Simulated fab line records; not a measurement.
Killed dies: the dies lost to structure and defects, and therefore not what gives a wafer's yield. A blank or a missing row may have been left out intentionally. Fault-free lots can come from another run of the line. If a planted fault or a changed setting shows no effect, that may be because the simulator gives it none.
One fault seen from 2 desks | flow berkeley cmos170 | numbers are kept per desk, each desk with only its own; the story behind them comes last

## AT THE METROLOGY DESK
What the gauges read for every lot (on any tool): the sampled wafers with a number, averaged. Marked OUT: a lot whose mean sits more than 4 standard deviations from the usual mean, which makes it out of limits; the brackets give that distance.
Columns: A = PWELL_TW at UCB170_PWELL_TW_MEAS_17, usual 378.1; B = WELLDRIVE_OXIDE_THK at UCB170_WELLDRIVE_THK_MEAS_02, usual 199 nm; C = NVT_TW at UCB170_NVT_TW_MEAS_09, usual 524; D = PVT_OVL at UCB170_PVT_OVL_MEAS_06, usual -4 nm
lot  | first seen here | A     | B   | C              | D
L226 | day 3 13:07     | 375.5 | 203 | 524            | -5
L228 | day 4 02:02     | 380.0 | 199 | 515            | -12
L229 | day 4 02:18     | 377.6 | 197 | 528            | -1
L231 | day 4 15:31     | 377.6 | 197 | 526            | -2
L234 | day 5 04:51     | 378.2 | 200 | 529            | 5
L239 | day 5 21:33     | 375.3 | 201 | 526            | -8
L237 | day 5 21:55     | 375.4 | 198 | 524            | -9
L236 | day 5 22:11     | 376.0 | 198 | 529            | -2
L240 | day 6 05:35     | 377.0 | 192 | 563 (+7.2) OUT | -9
L243 | day 7 02:51     | 379.0 | 204 | 529            | -7
L244 | day 7 02:56     | 379.0 | 203 | 569 (+8.3) OUT | 0
L242 | day 7 03:23     | 380.2 | 197 | 563 (+7.2) OUT | -1
L248 | day 7 15:52     | 376.0 | 200 | 515            | 3
L247 | day 7 16:09     | 378.7 | 195 | 526            | 4
L246 | day 7 16:15     | 382.0 | 199 | 526            | -9
This desk reports L240, L242, L244 out of limits; the earliest was L240 at day 9 06:50 (NVT_TW at UCB170_NVT_TW_MEAS_09). Within limits: L226, L228, L229, L231, L234, L239, L237, L236, L243, L248, L247, L246.

## DESK OF THE TOOL OWNER: implanter-03
UCB170_NVT_IMPLANT_07, tool's own readings: per-lot mean of the sampled wafers with a number, covering each lot this tool ran. Marked OUT: a lot whose mean sits more than 4 standard deviations from the usual mean, which makes it out of limits; the brackets give that distance.
Columns: A = dose ions cm2 at UCB170_NVT_IMPLANT_07, usual 3e+12; B = faraday current uA at UCB170_NVT_IMPLANT_07, usual 9.53
lot  | first seen here | A                       | B
L226 | day 6 08:32     | 3e+12                   | 9.47
L239 | day 8 19:42     | 3e+12                   | 9.43
L237 | day 8 20:05     | 3e+12                   | 9.64
L240 | day 9 06:37     | 4e+12 (+99 or more) OUT | 12.50 (+17) OUT
L242 | day 9 16:59     | 4e+12 (+99 or more) OUT | 12.67 (+17) OUT
L244 | day 9 17:23     | 4e+12 (+99 or more) OUT | 12.35 (+16) OUT
This desk's finding: out of limits on L240, L242, L244; first on L240, day 9 06:37 (dose ions cm2 at UCB170_NVT_IMPLANT_07). Within limits: L226, L239, L237.

## BROUGHT TOGETHER
The tool owner's desk had the chance to raise an alarm at day 9 06:37 on L240, L242, L244.
An alarm was possible from the metrology desk at day 9 06:50, on L240, L242, L244.
The lots listed all ran UCB170_NVT_IMPLANT_07 on implanter-03.

## WHAT THE SIMULATOR HAD PUT IN
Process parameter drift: implanter-03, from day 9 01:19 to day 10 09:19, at UCB170_NVT_IMPLANT_07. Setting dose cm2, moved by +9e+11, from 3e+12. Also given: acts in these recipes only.
Lots struck among those shown: L240, L242, L244.
Hours from the fault's start to each desk's first reading out of limits: the tool owner's desk, 5; the metrology desk, 6.
